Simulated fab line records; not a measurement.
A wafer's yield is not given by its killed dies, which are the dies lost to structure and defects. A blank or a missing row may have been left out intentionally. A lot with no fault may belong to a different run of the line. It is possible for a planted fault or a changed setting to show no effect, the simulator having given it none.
Comparing a struck lot with a sound one	flow berkeleyCmos170	17 steps out of a route of 331
Sound: these wafers, L211.2, L211.3, L211.6. Wafers struck: L198.3, L198.4, L198.5. Last of all comes the cause.
Order at every step that has rows: each side's tool, ch and its chambers, its first start. Under that, the readings that differ: sound wafers	struck wafers	difference of the means	sigmas: that difference in standard deviations of wafers without a fault.
alike: readings whose means differ by less than 2 such deviations, and words and numbers that are the same on both sides. not compared: withheld readings, readings that some wafer has no value for, bounds like >300 that may hide the same value, and numbers for which the record gives no deviation and whose values overlap.
Wherever a step has rows on one side only, a row that says differs or no value, or a row with sigmas, the two part there. Numbers that don't overlap but have no deviation are shown without sigmas and don't part them. A reading missing from all wafers of one side parts the sides only when that side holds two or more wafers.

UCB170_NVT_OVL_MEAS_06:
  sound: overlay-02 at day 8 18:38; struck: overlay-02 at day 5 18:14
  alike: NVT_OVL
next, for these wafers, 1 step has no rows: UCB170_NVT_IMPLANT_07.
UCB170_NVT_STRIP_08: strips in O2.
  sound on plasmaAsher-01 ch 0,1, day 8 18:49; struck on plasmaAsher-01 ch 0,1, day 5 18:28
  alike: drypumpMotorCurrentA, oesProductAu, stripTimeToEndpointS
  not compared: rfHoursCounterH
UCB170_NVT_TW_MEAS_09:
  sound: filmMetro-03 at day 8 18:56; struck: filmMetro-04 at day 5 18:33
  alike: NVT_TW
then, 7 steps without rows for these wafers: UCB170_NVT_CLEAN_10 (cleans in SPM, time 600 s); UCB170_PVT_HMDS_00 (prime time 60 s); UCB170_PVT_COAT_01 (resist thk 900 nm); UCB170_PVT_SOFTBAKE_02 (time 60 s); UCB170_PVT_EXPOSE_03 (exposes mask NWELL, target cd 3000 nm); UCB170_PVT_PEB_04; UCB170_PVT_DEVELOP_05 (develop time 45 s).
UCB170_PVT_OVL_MEAS_06:
  sound: overlay-02 at day 8 22:36; struck: overlay-02 at day 5 21:16
  alike: PVT_OVL
UCB170_PVT_IMPLANT_07:
  sound on implanter-04 ch 0, day 8 22:39; struck on implanter-04 ch 0, day 5 21:39
  alike: faradayCurrentUA
UCB170_PVT_STRIP_08: strips in O2.
  sound on plasmaAsher-01 ch 0, day 8 22:47; struck on plasmaAsher-03 ch 0,1, day 5 21:47
  alike: drypumpMotorCurrentA, oesProductAu, stripTimeToEndpointS
  not compared: rfHoursCounterH
UCB170_PVT_TW_MEAS_09:
  sound: filmMetro-03 at day 8 22:56; struck: filmMetro-02 at day 5 21:56
reading	sound	struck	difference	sigmas
PVT_TW	508 508 512	646 648 646	+137	+22
then, 2 steps without rows for these wafers: UCB170_GATE_WET_ETCH_00 (etches SiO2 in dHF, time 200 s); UCB170_M3_PROBE_99.

WHERE THEY PART
Only at UCB170_PVT_TW_MEAS_09, as far as this record shows.

WHY: what the simulator had put in
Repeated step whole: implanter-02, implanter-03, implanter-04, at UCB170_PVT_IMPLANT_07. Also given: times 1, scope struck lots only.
